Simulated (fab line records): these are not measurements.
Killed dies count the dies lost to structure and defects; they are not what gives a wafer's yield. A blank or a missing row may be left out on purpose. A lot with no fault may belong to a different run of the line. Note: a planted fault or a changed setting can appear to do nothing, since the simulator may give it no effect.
Which tool did it? + flow berkeleyCmos170 + 11 lots, 33 wafers sampled, at 2 steps of a route of 331

WHAT EACH GAUGE READ, for each wafer
UCB170_PFIELD_TW_MEAS_09. Usual: PFIELD_TW typically reads 603, with standard deviation 4.8.
| lot  | measured    | on           | PFIELD_TW      | flag |
|------|-------------|--------------|----------------|------|
| L864 | day 4 01:14 | filmMetro-01 | 608 606 608    |      |
| L865 | day 4 16:41 | filmMetro-01 | 605 604 606    |      |
| L866 | day 5 02:10 | filmMetro-01 | 608 608 611    |      |
| L868 | day 5 02:18 | filmMetro-01 | 607 609 608    |      |
| L867 | day 5 02:31 | filmMetro-02 | 601 600 600    |      |
| L869 | day 6 01:20 | filmMetro-01 | 604 604 606    |      |
| L872 | day 6 11:46 | filmMetro-01 | 606 605 606    |      |
| L873 | day 6 11:59 | filmMetro-04 | 1344 1352 1347 | OFF  |
| L871 | day 6 12:02 | filmMetro-02 | 1350 1343 1343 | OFF  |
| L870 | day 6 12:11 | filmMetro-04 | 1350 1349 1347 | OFF  |
| L874 | day 7 05:41 | filmMetro-04 | 1356 1349 1353 | OFF  |

EACH LOT AND THE TOOL THAT RAN IT (in order: tool; ch and the chambers of the sampled wafers; start)
| lot  | UCB170_PFIELD_IMPLANT_07       |
|------|--------------------------------|
| L864 | implanter-03 ch 0, day 4 00:59 |
| L865 | implanter-02 ch 0, day 4 16:25 |
| L866 | implanter-03 ch 0, day 5 01:56 |
| L868 | implanter-02 ch 0, day 5 02:04 |
| L867 | implanter-01 ch 0, day 5 02:16 |
| L869 | implanter-02 ch 0, day 6 01:06 |
| L872 | implanter-01 ch 0, day 6 11:30 |
| L873 | implanter-01 ch 0, day 6 11:45 |
| L871 | implanter-03 ch 0, day 6 11:47 |
| L870 | implanter-01 ch 0, day 6 11:59 |
| L874 | implanter-03 ch 0, day 7 05:26 |
- UCB170_PFIELD_IMPLANT_07

WHAT THE TOOLS THEMSELVES READ (means of the sampled wafers that have a number; where no wafer has one, the mark that the record gives instead)
UCB170_PFIELD_IMPLANT_07. Usual: beamEnergyKeV 79.998, standard deviation 0.028; tiltDeg 7.002 degrees, standard deviation 0.018.
| lot  | tool         | beamEnergyKeV | tiltDeg (degrees) | flag |
|------|--------------|---------------|-------------------|------|
| L864 | implanter-03 | 80.012        | 7.010             |      |
| L865 | implanter-02 | 79.983        | 7.009             |      |
| L866 | implanter-03 | 79.993        | 6.964             |      |
| L868 | implanter-02 | 80.001        | 7.010             |      |
| L867 | implanter-01 | 79.972        | 6.998             |      |
| L869 | implanter-02 | 80.013        | 6.997             |      |
| L872 | implanter-01 | 80.007        | 6.997             |      |
| L873 | implanter-01 | 80.020        | 7.008             |      |
| L871 | implanter-03 | 80.014        | 6.980             |      |
| L870 | implanter-01 | 80.017        | 7.037             |      |
| L874 | implanter-03 | 80.041        | 7.002             |      |

THE ANSWER, worked out from the rows above alone
Rule: a lot counts as off when the mean over its wafers that have a number is more than 3 standard deviations away from the usual mean. A lot without any number at a reading at which 4 lots or more have one is off too. Any other lot the step has rows for is counted as sound. The gauges are gone through in route order, then the tools' own readings, and for those a lot's mean is taken as printed above. At the first step where some lot is off, the reading lying furthest off is the one used; lots without a number count as furthest.
Off: L873, L871, L870, L874, at UCB170_PFIELD_TW_MEAS_09 (PFIELD_TW).
A tool fits if, at a process step before that reading, it ran every lot that is off, and no sound lot after the first of them. The gauges at UCB170_PFIELD_TW_MEAS_09 are tried like those tools. None of those tried fits.

WHAT HAD BEEN PUT IN BY THE SIMULATOR
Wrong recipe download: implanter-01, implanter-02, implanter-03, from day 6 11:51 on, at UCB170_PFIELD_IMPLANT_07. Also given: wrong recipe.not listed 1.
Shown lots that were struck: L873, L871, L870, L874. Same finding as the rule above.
